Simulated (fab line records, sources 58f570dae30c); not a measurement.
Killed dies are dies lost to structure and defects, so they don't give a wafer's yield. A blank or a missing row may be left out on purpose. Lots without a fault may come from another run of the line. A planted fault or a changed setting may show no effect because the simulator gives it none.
Split-lot experiment | flow berkeley_cmos170 | 5 lots, 23 wafers read, on a route of 331 steps

THE SPLIT
At UCB170_M1_PEB_07, the setting peb_temp_c was moved away from the recipe's 130 C on 10 of the 23 wafers read, by -2.5% to +2.8%. The other wafers ran this setting at the recipe's value.

FROM THE SPLIT TO THE READING: what the file shows between them, 5 steps
- UCB170_M1_DEVELOP_08: develop time 45 s
- UCB170_M1_CD_MEAS_09: target cd 700 nm
- UCB170_M1_ETCH_11: etches BARC in N2/H2
- UCB170_M1_METAL_ETCH_12: etches Al in Cl2/BCl3, stops on PSG, target depth 780 nm, time 130 s
- UCB170_M1_STRIP_13: strips in O2

THE READING
cd_nm, in nm, at UCB170_M1_CD_MEAS_90 (target cd 700 nm). Fault-free wafers of this fab line usually give 697.4 nm, standard deviation 2 nm.

wafer  | tool, chamber at the split | peb_temp_c as run, C | against the recipe | cd_nm, nm | against lot-mates on the recipe
L075.1 | litho_track-03, 0          | 130                  | recipe             | 695.5     | -
L075.2 | litho_track-03, 0          | 133.7                | +2.8%              | 677.4     | -19.8
L075.3 | litho_track-03, 0          | 130                  | recipe             | 698.5     | -
L075.5 | litho_track-03, 0          | 130                  | recipe             | 697.7     | -
L075.6 | litho_track-03, 0          | 133.7                | +2.8%              | 679.0     | -18.2
L076.1 | litho_track-04, 0          | 130                  | recipe             | 699.5     | -
L076.3 | litho_track-04, 0          | 130                  | recipe             | 698.3     | -
L076.6 | litho_track-04, 0          | 130                  | recipe             | 697.8     | -
L077.1 | litho_track-02, 0          | 131.4                | +1.1%              | 690.1     | -8.3
L077.2 | litho_track-02, 0          | 131.4                | +1.1%              | 689.7     | -8.7
L077.3 | litho_track-02, 0          | 131.4                | +1.1%              | 691.5     | -6.9
L077.4 | litho_track-02, 0          | 130                  | recipe             | 698.0     | -
L077.6 | litho_track-02, 0          | 130                  | recipe             | 698.8     | -
L080.1 | litho_track-04, 0          | 131.9                | +1.5%              | 685.7     | -11.8
L080.2 | litho_track-04, 0          | 130                  | recipe             | 696.3     | -
L080.3 | litho_track-04, 0          | 131.9                | +1.5%              | 686.6     | -10.9
L080.4 | litho_track-04, 0          | 130                  | recipe             | 698.0     | -
L080.5 | litho_track-04, 0          | 130                  | recipe             | 698.3     | -
L084.2 | litho_track-02, 0          | 130                  | recipe             | 695.5     | -
L084.3 | litho_track-02, 0          | 126.8                | -2.5%              | 721.2     | +24.2
L084.4 | litho_track-02, 0          | 130                  | recipe             | 698.4     | -
L084.5 | litho_track-02, 0          | 126.8                | -2.5%              | 715.8     | +18.8
L084.6 | litho_track-02, 0          | 126.8                | -2.5%              | 721.0     | +24.0

THE FIT
A straight line over all 23 wafers: cd_nm changes by -7.86 nm for each +1% of peb_temp_c; r = -0.99; the points scatter about the line by 1.8 nm.
The same after taking each lot's own level away (the mean of its wafers on the recipe; 23 wafers): -7.98 nm for each +1%; r = -0.99; scatter 1.9 nm.
On that fit, the largest move of peb_temp_c shifts the reading by 23 nm.
The lots' own levels span 696.95 to 698.53 nm, that is 0.8 times the standard deviation above.
So the lot-to-lot level changes the slope little: the two slopes agree.
Check: with one of the wafers moved furthest among these (+2.8%) left out of the fit, the line predicts -22.5 nm for it against its lot-mates. It came out at -19.8 nm against them.

OTHER SPLITS ON THESE WAFERS
These wafers also went through other splits before the reading. Each is held against what the fit with the lots' levels taken away leaves over:
other split on the same wafers     | wafers away from the commonest value | r with cd_nm (lot level and that fit taken away)
UCB170_SILICIDE_SPUTTER_01 power_w | 6                                    | -0.02
UCB170_CONTACT_PEB_13 peb_temp_c   | 9                                    | +0.39
UCB170_M1_SPUTTER_00 time_s        | 12                                   | +0.19

THE WHOLE CHAIN: every reading that the file lists as answering this split, in the file's order
step                    | what it does                                                         | reading                                                   | change (the file's fit)              | r (the file's)
UCB170_M1_CD_MEAS_09    | target cd 700 nm                                                     | cd_nm                                                     | -8.27 nm for each +1% of the setting | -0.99
UCB170_M1_ETCH_11       | etches BARC in N2/H2                                                 | M1.cd_nm (the simulator's own value, which no gauge read) | -8.34 nm for each +1% of the setting | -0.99
UCB170_M1_METAL_ETCH_12 | etches Al in Cl2/BCl3, stops on PSG, target depth 780 nm, time 130 s | M1.cd_nm (the simulator's own value, which no gauge read) | -7.72 nm for each +1% of the setting | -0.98
UCB170_M1_CD_MEAS_90    | target cd 700 nm                                                     | cd_nm                                                     | -7.7 nm for each +1% of the setting  | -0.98

THE FILE'S OWN FIT
cd_nm changes by -7.7 nm for each +1% of peb_temp_c, r = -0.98.
